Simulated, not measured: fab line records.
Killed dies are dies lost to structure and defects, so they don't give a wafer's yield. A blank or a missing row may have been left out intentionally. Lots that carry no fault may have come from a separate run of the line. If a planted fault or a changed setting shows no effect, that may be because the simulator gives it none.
Struck lot and sound lot, side by side ; flow berkeleyCmos170 ; 14 steps out of a route of 331
Sound: wafers L202.1, L202.3, L202.4. Wafers L212.1, L212.5, L212.6 were the ones struck. The cause is named last.
For every step that has rows: the tool of each side, followed by ch and its chambers, followed by its first start. Under that, the readings that differ: sound wafers ; struck wafers ; difference of the means ; sigmas: that difference in standard deviations of wafers without a fault.
alike: words and numbers the same on both sides, and readings whose means are apart by under 2 such deviations; not compared: readings that were withheld, readings missing a value for some wafer, numbers with overlapping values and no deviation given by the record, and bounds like >300 which may hide the same value.
Wherever a step has rows on one side only, a row that says differs or no value, or a row with sigmas, the two part there. Numbers that have no deviation but don't overlap get no sigmas and don't part them. Lack of a reading on every wafer of one side parts them only where that side has two or more wafers.

first, 2 steps without rows for these wafers: UCB170_START_CLEAN_01 (cleans in dHF, time 60 s); UCB170_START_OXIDATION_02 (target thk 20 nm, ox time 1800 s).
UCB170_START_THK_MEAS_03:
  sound on filmMetro-02, day 3 11:22; struck on filmMetro-02, day 5 11:56
  alike: START_OXIDE_THK
then, 7 steps without rows for these wafers: UCB170_START_ANNEAL_04 (time 1200 s); UCB170_ZERO_HMDS_00 (prime time 60 s); UCB170_ZERO_COAT_01 (resist thk 900 nm); UCB170_ZERO_SOFTBAKE_02 (time 60 s); UCB170_ZERO_EXPOSE_03 (exposes mask PM MARKS, target cd 4000 nm); UCB170_ZERO_PEB_04; UCB170_ZERO_DEVELOP_05 (develop time 45 s).
UCB170_ZERO_ETCH_06: etches SiO2 in CHF3/CF4/Ar, time 12 s.
  sound on rieDiel-03 ch 1,2,3, day 3 15:01; struck on rieDiel-03 ch 0,1, day 5 14:58
  alike: CHF3_flow_sccm, cf4FlowSccm, drypumpMotorCurrentA, mfcArSccm, oesProductAu, throttleValvePct
  not compared: rfHoursCounterH
UCB170_ZERO_STRIP_07: strips in O2.
  sound on plasmaAsher-02 ch 0,1, day 3 15:02; struck on plasmaAsher-01 ch 0,1, day 5 15:00
  alike: drypumpMotorCurrentA, oesProductAu, stripTimeToEndpointS
  not compared: rfHoursCounterH
UCB170_NWELL_WET_ETCH_00: etches SiO2 in dHF, time 200 s.
  sound on wetBench-04 ch 3, day 3 15:16; struck on wetBench-02 ch 3, day 5 16:21
  no value came back on the struck wafers for bathHeatDutyPct (%), runLengthS (s); on the sound wafers bathHeatDutyPct (%) reads 6.6 7.2 6.7
reading;sound;struck;difference;sigmas
model.SiO2_of_START_OXIDATION_02.thkNm (nm);0 0 0;20.01 20.41 20.2;+20.21;
then, 1 step without rows for these wafers: UCB170_NWELL_OXIDATION_01 (target thk 26.4 nm, ox time 1260 s).

WHERE THEY PART
Within this record, at UCB170_NWELL_WET_ETCH_00 only.

WHY: whatever the simulator had introduced
Entire step skipped (wetBench-02, UCB170_NWELL_WET_ETCH_00), from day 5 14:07 onward. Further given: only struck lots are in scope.
